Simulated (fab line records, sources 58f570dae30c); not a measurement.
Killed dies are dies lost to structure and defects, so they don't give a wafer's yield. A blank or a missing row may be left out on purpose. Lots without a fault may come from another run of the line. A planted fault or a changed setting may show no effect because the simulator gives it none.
Problem report in the 8D (eight disciplines) form, filled by code | flow berkeley_cmos170 | the parts of the form that need people (team, actions taken, sign-off) are left out

1. THE PROBLEM
beam_energy_keV at UCB170_PLDD_IMPLANT_09 reads a mean of 9.7818 on 6 wafers of 2 lots; wafers without a fault read 9.9995 with a standard deviation of 0.0027. That is -81 standard deviations from the usual mean.
First seen on wafer L332.1, day 10 05:32, on implanter-03. The record holds 42 wafers of 14 lots with a number at this step. Rule for "out", or "out of limits": more than 4 standard deviations from the usual mean. The other wafers with a number count as sound.

2. WHAT IT IS AND WHAT IT IS NOT
question                    | is                     | is not
which readings at this step | beam_energy_keV        | -
which lots                  | L332, L335             | L315, L316, L320, L321, L322, L323, L324, L325, L326, L327, L336, L338
which wafers of those lots  | all that have a number | -
read on which tools         | implanter-03           | implanter-01, implanter-04
when                        | from day 10 05:32      | up to then (30 sound wafers); but 6 sound wafers of L336, L338 came after

3. SUSPECTS, AND WHAT RULES EACH OUT
Counting: a tool at a process step up to the reading stays a suspect if it ran every lot that is out and no sound lot after the first of them.
- plasma_asher-01 at UCB170_NWELL_STRIP_15 (strips in O2): ruled out as a lasting fault. Sound lots L336 ran on it after its first lot that is out, L332 (day 5 21:43).
- implanter-03 at UCB170_PLDD_IMPLANT_09: kept. It ran every lot that is out, first L332 (day 10 05:32), and no sound lot after that; its last sound lot up to then is L325 (day 8 19:49). Its own readings are out on those wafers: beam_energy_keV.
Left after counting: implanter-03 at UCB170_PLDD_IMPLANT_09.

4. THE CAUSE (what the simulator had put in)
Process parameter drift: implanter-03, from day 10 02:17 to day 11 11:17, at UCB170_PLDD_IMPLANT_09. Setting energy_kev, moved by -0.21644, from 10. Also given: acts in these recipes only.
Counting left only this tool.

5. THE CHAIN OF EFFECTS, in route order
Each row: a reading whose mean over the struck wafers that have a number lies more than 3 standard deviations from the usual. Only readings for which the record gives a usual standard deviation are gone through. hours: the time from each lot's start at the first step in this table that gives one to its start at this step, as a median over the lots. sigmas: the change in usual standard deviations.
hours | step                   | reading         | usual  | on struck wafers | change  | sigmas
0     | UCB170_PLDD_IMPLANT_09 | beam_energy_keV | 9.9995 | 9.7818           | -0.2177 | -81
The process steps in it:
- UCB170_PLDD_IMPLANT_09
Later measuring or inspecting steps at which every struck wafer that the step has a row for has a number for every such reading, and none has moved that far: UCB170_M3_RS_MEAS_02.

6. WHAT WOULD HAVE CAUGHT IT SOONER
In this record the first reading out of limits was taken at day 10 05:32, 3 hours after the fault began at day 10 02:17.
